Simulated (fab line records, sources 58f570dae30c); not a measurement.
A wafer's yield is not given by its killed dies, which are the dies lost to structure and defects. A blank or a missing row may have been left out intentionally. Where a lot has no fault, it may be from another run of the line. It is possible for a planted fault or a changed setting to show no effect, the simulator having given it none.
Chamber matching | flow berkeleyCmos170 | UCB170_GATE_ETCH_14 on rieDiel-04 has 4 sister chambers
The step etches BARC in N2/H2. 14 wafers are shown with their chamber, then 7 later ones without.

== WAFERS, EACH WITH ITS CHAMBER ==
wafer  | chamber | throttleValvePct (%) | oesProductAu (a.u.) | h2FlowSccm (sccm)
L634.1 | 0       | 13.40                | 0.978               | 201.3
L634.4 | 3       | 13.41                | 1.001               | 200.9
L634.5 | 1       | 13.37                | 0.974               | 199.2
L635.2 | 3       | 13.41                | 0.999               | 200.5
L635.4 | 0       | 13.41                | 0.974               | 199.5
L635.5 | 2       | 13.44                | 0.983               | 198.5
L642.3 | 1       | 13.38                | 0.969               | 199.8
L642.4 | 3       | 13.42                | 0.997               | 199.8
L642.5 | 1       | 13.37                | 0.960               | 199.9
L646.1 | 1       | 13.39                | 0.979               | 200.6
L646.2 | 3       | 13.42                | 0.996               | 200.1
L646.3 | 2       | 13.47                | 0.993               | 199.6
L647.2 | 1       | 13.38                | 0.964               | 201.3
L647.3 | 3       | 13.42                | 1.003               | 199.9

SIGNATURES (means of the wafers above)
reading          | chamber 0 | chamber 1 | chamber 2 | chamber 3 | scatter within a chamber
throttleValvePct | 13.4050   | 13.3780   | 13.4550   | 13.4160   | 0.00949
oesProductAu     | 0.97600   | 0.96920   | 0.98800   | 0.99920   | 0.00567
h2FlowSccm       | 200.400   | 200.160   | 199.050   | 200.240   | 0.753
Rule: for each reading, subtract the chamber's mean from the wafer's reading, divide by that reading's scatter and square the result; add these up over the readings and take the root, which gives the wafer's distance from the chamber. If the next closest chamber is less than 2 further off than the closest, the wafer can't be placed; otherwise it belongs to the closest. How the scatter is found: for the shown wafers, subtract from each reading the mean of its chamber, square and add these, divide the total by (wafers less chambers), then take the root.

== WAFERS MISSING THEIR CHAMBER ==
wafer  | throttleValvePct (%) | oesProductAu (a.u.) | h2FlowSccm (sccm)
L647.6 | 13.43                | 0.984               | 201.6
L649.1 | 13.41                | 0.978               | 199.5
L649.2 | 13.42                | 1.015               | 199.0
L649.4 | 13.46                | 0.996               | 199.4
L656.2 | 13.40                | 0.992               | 199.0
L656.3 | 13.40                | 0.971               | 199.7
L656.6 | 13.38                | 0.964               | 199.9

== THE CHAMBER EACH PASSED THROUGH ==
wafer  | from the rows above          | in truth
L647.6 | can't be placed: 0 or 3 or 2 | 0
L649.1 | 0                            | 0
L649.2 | 3                            | 3
L649.4 | 2                            | 2
L656.2 | can't be placed: 3 or 0      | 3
L656.3 | can't be placed: 0 or 1      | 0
L656.6 | 1                            | 1
Correctly placed: 4 of 7. Cannot be placed on the basis of these rows: 3; the candidates contain the true chamber in 3. 0 placed wrongly.
